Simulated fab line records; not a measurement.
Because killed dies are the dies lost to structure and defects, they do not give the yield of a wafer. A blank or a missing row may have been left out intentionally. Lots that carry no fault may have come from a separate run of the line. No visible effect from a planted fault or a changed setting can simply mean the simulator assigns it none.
The same fault as seen by 2 desks | flow ritCmos | only its own numbers are on each desk; what lay behind them is given at the end

## DESK OF THE TOOL OWNER: furnace-01
The tool's own readings at RIT_ACTIVE_OXIDATION_01 (target thk 46.8 nm, ox time 3360 s): means of the sampled wafers that have a number, for each lot that ran on this tool. Any lot whose mean is over 4 standard deviations away from the usual mean is out of limits and marked OUT; that distance is given in the brackets.
Columns: A = spikeTcCentreC at RIT_ACTIVE_OXIDATION_01, usual 1002.8 C; B = spikeTcLoadC at RIT_ACTIVE_OXIDATION_01, usual 1027 C; C = spikeTcSourceC at RIT_ACTIVE_OXIDATION_01, usual 1027.1 C; D = tubeCenterTempC at RIT_ACTIVE_OXIDATION_01, usual 1000 C; E = tube_center_temp_C_max at RIT_ACTIVE_OXIDATION_01, usual 1002.6; F = zonePowerCentrePct at RIT_ACTIVE_OXIDATION_01, usual 52.0 %
lot  | first seen here | A               | B               | C               | D                     | E               | F
L928 | day 1 10:07     | 1002.0          | 1030            | 1024.3          | 1000                  | 1002.9          | 49.4
L938 | day 3 12:07     | 1001.1          | 1029            | 1023.8          | 1000                  | 1002.7          | 49.4
L940 | day 3 22:07     | 1002.0          | 1030            | 1024.6          | 1000                  | 1002.5          | 48.8
L941 | day 4 03:07     | 976.3 (-14) OUT | 1005 (-5.9) OUT | 998.5 (-15) OUT | 975 (-99 or more) OUT | 977.3 (-59) OUT | 47.6
L944 | day 4 19:00     | 974.4 (-15) OUT | 1005 (-5.9) OUT | 998.8 (-15) OUT | 975 (-99 or more) OUT | 977.4 (-59) OUT | 47.9
This desk's finding: out of limits on L941, L944; first on L941, day 4 03:07 (spikeTcCentreC at RIT_ACTIVE_OXIDATION_01). L928, L938, L940: within limits.

## THE METROLOGY DESK
Means of the sampled wafers that have a number, per lot and without regard to the tool the lot ran on: this is what the gauges read. Any lot whose mean is over 4 standard deviations away from the usual mean is out of limits and marked OUT; that distance is given in the brackets.
Columns: A = ACTIVE_OXIDE_THK at RIT_ACTIVE_THK_MEAS_02, usual 46.3 nm
lot  | first seen here | A
L928 | day 1 12:03     | 47.0
L929 | day 1 17:03     | 46.2
L930 | day 1 22:04     | 45.9
L931 | day 2 03:03     | 46.6
L934 | day 2 18:05     | 47.0
L936 | day 3 04:04     | 44.5
L938 | day 3 14:04     | 46.3
L939 | day 3 19:04     | 46.6
L940 | day 4 00:04     | 46.1
L941 | day 4 05:03     | 36.8 (-11) OUT
L944 | day 4 20:56     | 36.9 (-11) OUT
L947 | day 5 12:09     | 46.9
L950 | day 6 03:13     | 45.7
L951 | day 6 07:23     | 45.8
Per this desk, out of limits: L941, L944; the first was L941, day 4 05:03 (ACTIVE_OXIDE_THK at RIT_ACTIVE_THK_MEAS_02). L928, L929, L930, L931, L934, L936, L938, L939, L940, L947, L950, L951: within limits.

## PUT TOGETHER
The tool owner's desk had the chance to raise an alarm at day 4 03:07 on L941, L944.
An alarm was possible from the metrology desk at day 4 05:03, on L941, L944.
RIT_ACTIVE_OXIDATION_01 was run on furnace-01 by each of the lots named.

## WHAT WAS PUT IN BY THE SIMULATOR
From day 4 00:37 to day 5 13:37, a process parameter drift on furnace-01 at RIT_ACTIVE_OXIDATION_01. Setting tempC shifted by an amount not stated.
Shown lots that were struck: L941, L944.
Time in hours from fault onset to the first out-of-limits reading at each desk: tool owner's desk 2, metrology desk 4.
